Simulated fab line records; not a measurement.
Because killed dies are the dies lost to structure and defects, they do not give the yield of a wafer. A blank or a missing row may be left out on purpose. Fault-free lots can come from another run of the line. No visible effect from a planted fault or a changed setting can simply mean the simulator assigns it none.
Struck lot and sound lot, side by side    flow rit_cmos    39 out of 202 route steps
Sound: wafers L316.2, L316.3, L316.6. Struck: wafers L331.3, L331.4, L331.5. The cause is named last.
Order at every step that has rows: each side's tool, ch and its chambers, its first start. Under that, the readings that differ: sound wafers    struck wafers    difference of the means    sigmas: that difference in standard deviations of wafers without a fault.
alike: readings with means less than 2 such deviations apart, plus words and numbers identical on both sides. not compared: withheld readings, readings lacking a value on some wafer, bounds such as >300 that could conceal the same value, and numbers that have no deviation in the record and whose values overlap.
Wherever a step has rows on one side only, a row that says differs or no value, or a row with sigmas, the two part there. Numbers that don't overlap but have no deviation are shown without sigmas and don't part them. A reading that every wafer of one side lacks parts them only if that side has two wafers or more.

first, 3 steps without rows for these wafers: RIT_GATE_EXPOSE_13 (exposes mask M6, target cd 150 nm); RIT_GATE_PEB_14; RIT_GATE_DEVELOP_15 (develop time 50 s).
RIT_GATE_CD_MEAS_16: the cd target is 150 nm.
  sound on cd_sem-02 at day 3 15:59; struck on cd_sem-02 at day 6 22:12
  alike: cd_nm
RIT_GATE_OVL_MEAS_17:
  sound on overlay-02 at day 3 16:05; struck on overlay-02 at day 6 22:18
  alike: GATE_OVL
then, 1 step without rows for these wafers: RIT_GATE_HARDBAKE_18 (time 60 s).
RIT_GATE_ETCH_19: etches poly-Si in SF6/CHF3/O2, stops on SiO2, time 158.5 s, target depth 312.5 nm.
  sound on rie_si-01 ch 0,1,3, day 3 16:16; struck on rie_si-02 ch 0,2,3, day 6 22:28
  alike: SF6_flow_sccm, drypump_motor_current_A, oes_product_au, throttle_valve_pct
  not compared: rf_hours_counter_h
RIT_GATE_STRIP_20: strips in O2, time 180 s.
  sound on plasma_asher-04 ch 0,1, day 3 16:22; struck on plasma_asher-03 ch 0,1, day 6 22:38
  alike: drypump_motor_current_A, o2_flow_sccm
  not compared: rf_hours_counter_h
RIT_GATE_CD_MEAS_90: the cd target is 150 nm.
  sound on cd_sem-01 at day 3 16:34; struck on cd_sem-01 at day 6 22:47
  alike: cd_nm
then, 3 steps without rows for these wafers: RIT_REOX_CLEAN_00 (cleans in SC1, time 600 s); RIT_REOX_CLEAN_01 (cleans in dHF, time 30 s); RIT_REOX_CLEAN_02 (cleans in SC2, time 600 s).
RIT_REOX_OXIDATION_03: target thk 25.2 nm, ox time 5580 s.
  sound on furnace-04 ch 0, day 3 17:31; struck on furnace-04 ch 0, day 7 00:46
reading                                      sound                 struck                difference  sigmas
spike_tc_centre_C (C)                        901.7 902.6 904.1     917.7 920.2 917.3     +15.6       +10
spike_tc_load_C (C)                          928.1 927.4 925.6     939.3 940.0 942.0     +13.4       +10
spike_tc_source_C (C)                        921.4 922.3 922.9     937.1 938.9 938.1     +15.8       +11
tube_center_temp_C (C)                       899.95 899.95 900.09  915.07 914.87 914.95  +14.97      +99 or more
tube_center_temp_C_max                       902.2 902.5 903.0     917.6 917.3 916.9     +14.7       +37
model.SiO2_of_REOX_OXIDATION_03.thk_nm (nm)  25.53 25.56 25.36     30.11 30.02 29.98     +4.55       
RIT_REOX_THK_MEAS_04:
  sound on film_metro-03 at day 3 20:04; struck on film_metro-04 at day 7 03:20
reading              sound           struck          difference  sigmas
REOX_OXIDE_THK (nm)  25.6 25.6 25.4  30.1 30.0 29.9  +4.5        +11
then, 6 steps without rows for these wafers: RIT_NLDD_HMDS_00 (prime time 60 s); RIT_NLDD_COAT_01 (resist thk 1000 nm); RIT_NLDD_SOFTBAKE_02 (time 60 s); RIT_NLDD_EXPOSE_03 (exposes mask M7, target cd 40700 nm); RIT_NLDD_PEB_04; RIT_NLDD_DEVELOP_05 (develop time 50 s).
RIT_NLDD_OVL_MEAS_06:
  sound on overlay-02 at day 3 21:11; struck on overlay-01 at day 7 04:14
reading        sound           struck       difference  sigmas
NLDD_OVL (nm)  -3.2 -3.8 -4.4  0.3 0.6 0.5  +4.3        +4
then, 2 steps without rows for these wafers: RIT_NLDD_HARDBAKE_07 (time 60 s); RIT_NLDD_IMPLANT_08.
RIT_NLDD_STRIP_09: strips in O2, time 180 s.
  sound on plasma_asher-04 ch 0,1, day 3 21:31; struck on plasma_asher-01 ch 0,1, day 7 04:37
  alike: drypump_motor_current_A, o2_flow_sccm
  not compared: rf_hours_counter_h
RIT_NLDD_TW_MEAS_10:
  sound on film_metro-01 at day 3 21:41; struck on film_metro-04 at day 7 04:45
  alike: NLDD_TW
then, 6 steps without rows for these wafers: RIT_PLDD_HMDS_00 (prime time 60 s); RIT_PLDD_COAT_01 (resist thk 981.8 nm); RIT_PLDD_SOFTBAKE_02 (time 60 s); RIT_PLDD_EXPOSE_03 (exposes mask M8, target cd 40900 nm); RIT_PLDD_PEB_04; RIT_PLDD_DEVELOP_05 (develop time 50 s).
RIT_PLDD_OVL_MEAS_06:
  sound on overlay-01 at day 3 22:43; struck on overlay-01 at day 7 05:39
  alike: PLDD_OVL
then, 2 steps without rows for these wafers: RIT_PLDD_HARDBAKE_07 (time 60 s); RIT_PLDD_IMPLANT_08.
RIT_PLDD_STRIP_09: strips in O2, time 180 s.
  sound on plasma_asher-01 ch 0,1, day 3 23:03; struck on plasma_asher-01 ch 0,1, day 7 06:02
  alike: drypump_motor_current_A, o2_flow_sccm
  not compared: rf_hours_counter_h
RIT_PLDD_TW_MEAS_10:
  sound on film_metro-02 at day 3 23:14; struck on film_metro-02 at day 7 06:10
  alike: PLDD_TW
RIT_SPACER_CLEAN_00: cleans in SC1, time 600 s.
  sound on wet_bench-03 ch 2, day 3 23:17; struck on wet_bench-02 ch 2, day 7 06:13
reading                                      sound             struck             difference  sigmas
model.SiO2_of_REOX_OXIDATION_03.thk_nm (nm)  23.55 23.58 23.4  27.78 27.69 27.65  +4.20       
then, 1 step without rows for these wafers: RIT_SPACER_CLEAN_01 (cleans in dHF, time 30 s).
RIT_M1_PROBE_99:
  sound on prober-02 at day 4 12:41; struck on prober-01 at day 7 19:29
reading                              sound              struck             difference  sigmas
killed_at_front_end                  4 4 3              13 12 8            +7          +2
killed_dies                          4 4 3              13 12 8            +7          +2
killed_open                          3 2 1              8 7 6              +5          +2
model.etest.pmos_turned.r_on_ohm_um  3361 3352 3368     5202 5136 5250     +1836       
model.etest.pmos_0p3.r_on_ohm_um     6413 6385 6411     7267 7254 7353     +888        
model.etest.pmos_0p15.r_on_ohm_um    2707 2744 2701     3678 3572 3691     +930        
model.etest.pldd.rs_ohm_sq           497.7 506.8 493.2  974.4 968.7 962.7  +469.4      
model.etest.nmos_0p15.r_on_ohm_um    1135 1149 1152     1425 1388 1416     +264        
model.etest.nmos_0p3.r_on_ohm_um     2235 2211 2227     2436 2422 2473     +219        
model.etest.pldd.line_ohm_um         160.2 159.9 161.1  313.6 312.6 310.3  +151.8      
model.etest.nldd.rs_ohm_sq           389.9 396.6 390.4  540 533.1 534.8    +144        
  alike: killed_at_contacts, killed_short

== WHERE THEY PART ==
Earliest at RIT_REOX_OXIDATION_03; latest, in this record, at RIT_M1_PROBE_99.

WHY: what had been put in by the simulator
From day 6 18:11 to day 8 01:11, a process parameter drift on furnace-04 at RIT_REOX_OXIDATION_03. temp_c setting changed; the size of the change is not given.
